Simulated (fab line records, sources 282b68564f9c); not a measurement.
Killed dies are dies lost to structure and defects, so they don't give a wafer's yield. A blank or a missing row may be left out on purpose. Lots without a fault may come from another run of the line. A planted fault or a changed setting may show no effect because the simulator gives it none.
A struck lot beside a sound one | flow rit_cmos | 18 steps out of a route of 202
Sound: wafers L858.2, L858.3, L858.5. Struck: wafers L874.1, L874.6. (L874.2 of the same lot was not struck and is left out.) The cause comes at the end.
At each step with rows: each side's tool, then ch and its chambers, then its first start. Under that, the readings that differ: sound wafers | struck wafers | difference of the means | sigmas: that difference in standard deviations of wafers without a fault.
alike: readings whose means differ by less than 2 such deviations, and words and numbers that are the same on both sides. not compared: withheld readings, readings that some wafer has no value for, bounds like >300 that may hide the same value, and numbers for which the record gives no deviation and whose values overlap.
The two part at a step that has a row with sigmas, a row that says differs or no value, or rows on one side only. Numbers that don't overlap but have no deviation are shown without sigmas and don't part them. A reading that every wafer of one side lacks parts them only if that side has two wafers or more.

RIT_M1_SPUTTER_00: material Al, target thk 400 nm, time 500 s.
  sound on pvd_sputter-01, day 4 13:19; struck on pvd_sputter-04, day 7 19:48
  alike: throttle_valve_pct
RIT_M1_RS_MEAS_01: measures by four-point-probe.
  sound on film_metro-01, day 4 13:37; struck on film_metro-01, day 7 20:05
  alike: M1_AL_RS
RIT_M1_THK_MEAS_02: measures by xrf.
  sound on film_metro-01, day 4 13:44; struck on film_metro-01, day 7 20:13
  alike: M1_AL_THK
then, 6 steps without rows for these wafers: RIT_M1_HMDS_03 (prime time 60 s); RIT_M1_COAT_04 (resist thk 1300 nm); RIT_M1_SOFTBAKE_05 (time 60 s); RIT_M1_EXPOSE_06 (exposes mask M12, target cd 2600 nm); RIT_M1_PEB_07; RIT_M1_DEVELOP_08 (develop time 68 s).
RIT_M1_CD_MEAS_09: target cd 2600 nm.
  sound on cd_sem-01, day 4 14:49; struck on cd_sem-01, day 7 21:15
  alike: cd_nm
RIT_M1_OVL_MEAS_10:
  sound on overlay-02, day 4 14:55; struck on overlay-02, day 7 21:22
  alike: M1_OVL
then, 1 step without rows for these wafers: RIT_M1_HARDBAKE_11 (time 120 s).
RIT_M1_METAL_ETCH_12: etches Al in Cl2/BCl3, stops on SiO2, time 165 s, target depth 600 nm.
  sound on rie_metal-03 ch 0,1, day 4 15:12; struck on rie_metal-01 ch 0, day 7 21:39
  reading                                 | sound             | struck      | difference | sigmas
  oes_product_au (a.u.)                   | 0.805 0.792 0.782 | 0.761 0.753 | -0.036     | -2
  throttle_valve_pct (%)                  | 8.14 8.07 8.08    | 8.33 8.31   | +0.22      | +3
  model.NOVOLAK_of_M1_COAT_04.thk_nm (nm) | 805.5 803 804.2   | 926.5 927.9 | +123.0     |
  model.M1.feature_depth_nm (nm)          | 428.3 434.9 425.1 | 383.1 380.7 | -47.5      |
  model.etch.depth_nm (nm)                | 395.3 402.2 392.3 | 383.1 380.7 | -14.7      |
  alike: drypump_motor_current_A
  not compared: rf_hours_counter_h
then, 1 step without rows for these wafers: RIT_M1_STRIP_13 (strips in nmp, time 600 s).
RIT_M1_STRIP_14: strips in O2, time 180 s.
  sound on plasma_asher-03 ch 0, day 4 15:32; struck on plasma_asher-01 ch 1, day 7 21:59
  alike: drypump_motor_current_A
  not compared: rf_hours_counter_h
RIT_M1_CD_MEAS_90: target cd 2600 nm.
  sound on cd_sem-01, day 4 15:44; struck on cd_sem-01, day 7 22:10
  reading    | sound          | struck    | difference | sigmas
  cd_nm (nm) | 2599 2604 2601 | 2610 2611 | +9         | +3
then, 1 step without rows for these wafers: RIT_M1_ANNEAL_15 (time 1800 s).
RIT_M1_PROBE_99:
  sound on prober-02, day 4 18:09; struck on prober-02, day 8 00:40
  reading                               | sound             | struck      | difference | sigmas
  defect_limited_yield (%)              | 97.7 95.5 96.2    | 34.8 13.3   | -72.4      | -60
  killed_at_M0_to_M3                    | 0 0 0             | 168 227     | +198       | +99 or more
  killed_at_front_end                   | 6 11 10           | 4 2         | -6         | -2
  killed_dies                           | 6 12 10           | 172 229     | +191       | +62
  killed_on_rim                         | 3 3 5             | 48 62       | +51        | +39
  model.etest.tester.sort_n_pass        | 258 252 254       | 0 0         | -255       |
  model.etest.tester.sort_yield_pct (%) | 97.73 95.45 96.21 | 0 0         | -96        |
  model.etest.tester.sort_bin_5_pct (%) | 1.515 2.652 1.136 | 64.77 86.36 | +73.80     |
  model.etest.tester.sort_bin_3_pct (%) | 0 0.3788 0        | 34.85 13.26 | +23.93     |
  model.etest.ppoly_sal.short           | 0 0 0             | 1 1         | +1         |
  model.etest.well_edge_left.short      | 0 0 0             | 1 1         | +1         |
  model.etest.contact_to_gate.short     | 0 0 0             | 1 1         | +1         |
  model.etest.contact_pplus.short       | 0 0 0             | 1 1         | +1         |
  alike: killed_at_contacts, killed_open, killed_short

WHERE THEY PART
First at RIT_M1_METAL_ETCH_12; last, within this record, at RIT_M1_PROBE_99.

WHY: what the simulator had put in
Process parameter drift: rie_metal-01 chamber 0, from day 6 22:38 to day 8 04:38, at RIT_M1_METAL_ETCH_12. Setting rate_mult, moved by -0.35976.
